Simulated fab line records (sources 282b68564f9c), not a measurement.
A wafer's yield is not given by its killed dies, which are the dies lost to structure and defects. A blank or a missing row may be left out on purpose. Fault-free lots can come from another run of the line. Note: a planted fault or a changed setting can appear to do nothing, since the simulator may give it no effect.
A lot that was struck, set against a sound lot    flow ritCmos    17 steps out of a route of 202
Sound: wafers L795.2, L795.5, L795.6. The struck wafers were L788.1, L788.3, L788.4. At the end, the cause is stated.
Order at every step that has rows: each side's tool, ch and its chambers, its first start. Under that, the readings that differ: sound wafers    struck wafers    difference of the means    sigmas: that difference in standard deviations of wafers without a fault.
alike: same words and numbers on both sides, and readings whose means sit less than 2 such deviations apart. not compared: any withheld reading, any reading some wafer has no value for, any bound like >300 that may hide the same value, and any number with overlapping values for which the record gives no deviation.
The two part at a step that has a row with sigmas, a row that says differs or no value, or rows on one side only. Numbers that have no deviation but don't overlap get no sigmas and don't part them. A reading that every wafer of one side lacks parts them only if that side has two wafers or more.

first, 4 steps without rows for these wafers: RIT_CONTACT_SOFTBAKE_04 (time 60 s); RIT_CONTACT_EXPOSE_05 (exposes mask M11, target cd 1000 nm); RIT_CONTACT_PEB_06; RIT_CONTACT_DEVELOP_07 (develop time 120 s).
RIT_CONTACT_CD_MEAS_08 targets a cd of 1000 nm.
  sound on cdSem-02 at day 6 17:58; struck on cdSem-02 at day 5 06:47
  alike: cdNm
RIT_CONTACT_OVL_MEAS_09:
  sound on overlay-01 at day 6 18:04; struck on overlay-01 at day 5 06:54
  alike: CONTACT_OVL
then, 1 step without rows for these wafers: RIT_CONTACT_HARDBAKE_10 (time 60 s).
RIT_CONTACT_ETCH_11: etches SiO2 in CHF3/CF4/Ar, stops on TiSi2, target depth 480 nm, time 320 s.
  sound on rieDiel-01 ch 1,2,3, day 6 18:15; struck on rieDiel-03 ch 0,1,3, day 5 07:05
  alike: chamberPressureMTorr, drypumpMotorCurrentA, oesProductAu, throttleValvePct
  not compared: rfHoursCounterH
RIT_CONTACT_STRIP_12: strips in O2, time 180 s.
  sound on plasmaAsher-01 ch 0,1, day 6 18:26; struck on plasmaAsher-02 ch 0,1, day 5 07:17
  alike: chamberPressureMTorr, drypumpMotorCurrentA
  not compared: rfHoursCounterH
RIT_CONTACT_CD_MEAS_90 targets a cd of 1000 nm.
  sound on cdSem-01 at day 6 18:38; struck on cdSem-01 at day 5 07:28
reading    sound              struck                difference  sigmas
cdNm (nm)  999.5 998.2 998.5  1001.6 1003.6 1001.3  +3.4        +2
then, 2 steps without rows for these wafers: RIT_CONTACT_CLEAN_13 (cleans in SC1, time 600 s); RIT_CONTACT_CLEAN_14 (cleans in SC2, time 600 s).
RIT_M1_SPUTTER_00: material Al, target thk 400 nm, time 500 s.
  sound on pvdSputter-03 at day 6 19:05; struck on pvdSputter-04 at day 5 07:56
reading                               sound              struck             difference  sigmas
model.Al_of_M1_SPUTTER_00.thkNm (nm)  400.3 396.8 396.8  358.8 363.6 362.1  -36.5       
  alike: throttleValvePct
RIT_M1_RS_MEAS_01: the measuring method here is four-point-probe.
  sound on filmMetro-02 at day 6 19:24; struck on filmMetro-02 at day 5 08:15
reading            sound                 struck                difference  sigmas
M1_AL_RS (ohm/sq)  0.0732 0.0738 0.0738  0.0820 0.0808 0.0812  +0.0077     +11
RIT_M1_THK_MEAS_02: measures by xrf.
  sound on filmMetro-02 at day 6 19:31; struck on filmMetro-02 at day 5 08:22
reading         sound        struck       difference  sigmas
M1_AL_THK (nm)  408 401 402  364 369 369  -36         -8
then, 1 step without rows for these wafers: RIT_M1_HMDS_03 (prime time 60 s).
RIT_M1_PROBE_99:
  sound on prober-02 at day 6 23:43; struck on prober-01 at day 5 11:58
reading                              sound                    struck                   difference  sigmas
killed_at_M0_to_M3                   0 0 0                    1 0 0                    +0          +2
model.etest.nwellPinched.rsOhmSq     338.2 341.2 339.3        345.4 347 346.8          +6.8        
model.etest.contactPplus.endOhmUm    41.55 42.33 42.3         38.41 37.63 38.69        -3.82       
model.etest.diodePplusNwell.bvV (V)  6.561 6.608 6.64         6.905 6.842 6.885        +0.274      
model.etest.vpnp.gain                1.071 1.064 1.068        1.286 1.308 1.281        +0.224      
model.etest.diodePplusNwell.cjFfUm2  1.718 1.698 1.713        1.6 1.595 1.601          -0.1        
model.etest.diodePplusComb.cjFfUm2   2.011 2.002 2.014        1.914 1.921 1.921        -0.090      
model.etest.m1.rsOhmSq               0.07203 0.07265 0.07301  0.08038 0.07992 0.08013  +0.00758    
  alike: killedAtFrontEnd, killedDies, killedOpen, killedShort

## WHERE THEY PART
First at RIT_CONTACT_CD_MEAS_90; last, within this record, at RIT_M1_PROBE_99.

WHY: the cause the simulator had injected
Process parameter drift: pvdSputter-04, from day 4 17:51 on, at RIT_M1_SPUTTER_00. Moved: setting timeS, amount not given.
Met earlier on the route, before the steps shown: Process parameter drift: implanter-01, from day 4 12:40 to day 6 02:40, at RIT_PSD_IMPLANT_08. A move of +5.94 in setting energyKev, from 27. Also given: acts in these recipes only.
